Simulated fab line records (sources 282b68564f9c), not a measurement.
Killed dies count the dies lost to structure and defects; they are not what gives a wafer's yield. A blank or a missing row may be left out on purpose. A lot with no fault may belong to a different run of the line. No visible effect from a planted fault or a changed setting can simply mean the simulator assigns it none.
Check of tool commonality | flow rit-cmos | Sample size 13 lots and 39 wafers

WHAT PROMPTED THE OPENING
RIT_PWELL_TW_MEAS_10, reading PWELL_TW: flagged on 2 of 13 lots. Wafers without a fault read 952, standard deviation 8.9.
Rule: a lot gets a flag if all its wafers with a number sit over 4 standard deviations from that mean, or if no wafer of it has a number. As for the other lots, they are considered sound.

lot  | measured    | on            | PWELL_TW, wafer by wafer | flag
L759 | day 2 00:45 | film-metro-04 | 952 957 952              |
L760 | day 2 05:39 | film-metro-04 | 954 955 961              |
L761 | day 2 12:14 | film-metro-02 | 940 941 939              |
L762 | day 2 14:30 | film-metro-02 | 938 946 941              |
L763 | day 2 20:13 | film-metro-04 | 959 959 957              |
L764 | day 3 02:15 | film-metro-02 | 940 943 939              |
L765 | day 3 06:54 | film-metro-02 | 936 938 938              |
L770 | day 4 09:03 | film-metro-03 | 1037 1035 1037           | FLAGGED
L771 | day 4 14:07 | film-metro-04 | 1036 1031 1035           | FLAGGED
L774 | day 5 03:56 | film-metro-04 | 960 962 958              |
L777 | day 5 20:09 | film-metro-03 | 948 945 948              |
L779 | day 6 03:38 | film-metro-02 | 954 948 956              |
L781 | day 6 14:14 | film-metro-02 | 960 959 963              |
The mean of the flagged lots' numbers is 1035, +83 from the usual (+9 standard deviations).

WHICH TOOL RAN EACH LOT
The record keeps 1 process step preceding the reading, out of 202 steps on the route. Every cell lists first the tool, next ch and the chambers used by the sampled wafers, and last the start.
lot  | flag    | RIT_PWELL_IMPLANT_08
L759 |         | implanter-04 ch 0, day 2 00:26
L760 |         | implanter-04 ch 0, day 2 05:21
L761 |         | implanter-04 ch 0, day 2 11:55
L762 |         | implanter-02 ch 0, day 2 14:12
L763 |         | implanter-02 ch 0, day 2 19:55
L764 |         | implanter-04 ch 0, day 3 01:56
L765 |         | implanter-02 ch 0, day 3 06:35
L770 | FLAGGED | implanter-04 ch 0, day 4 08:46
L771 | FLAGGED | implanter-04 ch 0, day 4 13:49
L774 |         | implanter-03 ch 0, day 5 03:39
L777 |         | implanter-02 ch 0, day 5 19:50
L779 |         | implanter-02 ch 0, day 6 03:20
L781 |         | implanter-02 ch 0, day 6 13:54
What these steps do:
- RIT_PWELL_IMPLANT_08
- RIT_PWELL_TW_MEAS_10

FLAGGED OVER TOTAL, TOOL BY TOOL (the gauges that took the reading come last)
step                 | tool          | lots run | flagged | share of the flagged lots | sound lots run after its first flagged lot
RIT_PWELL_IMPLANT_08 | implanter-02  | 6        | 0       | none                      | -
RIT_PWELL_IMPLANT_08 | implanter-03  | 1        | 0       | none                      | -
RIT_PWELL_IMPLANT_08 | implanter-04  | 6        | 2       | all                       | 0
RIT_PWELL_TW_MEAS_10 | film-metro-02 | 6        | 0       | none                      | -
RIT_PWELL_TW_MEAS_10 | film-metro-03 | 2        | 1       | some                      | 1 (L777)
RIT_PWELL_TW_MEAS_10 | film-metro-04 | 5        | 1       | some                      | 1 (L774)

WHAT IS ALLOWED BY THE TABLE
All flagged lots share 1 row of the table, namely implanter-04 at RIT_PWELL_IMPLANT_08.
- implanter-04 at RIT_PWELL_IMPLANT_08 ran 6 lots, 2 of them flagged. It ran its last sound lot, L764, at day 3 01:56 and its first flagged lot, L770, at day 4 08:46: a fault with its onset between the two fits. Its own readings lie more than 4 standard deviations out on every wafer of the flagged lots: dose-ions-cm2, faraday-current-uA.
Just one tool remains: implanter-04 at RIT_PWELL_IMPLANT_08.

WHAT WAS PUT IN BY THE SIMULATOR
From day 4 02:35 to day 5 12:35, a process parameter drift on implanter-04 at RIT_PWELL_IMPLANT_08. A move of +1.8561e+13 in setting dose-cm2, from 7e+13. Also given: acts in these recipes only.
Shown lots that were struck: L770, L771. The rule given above showed the same thing.
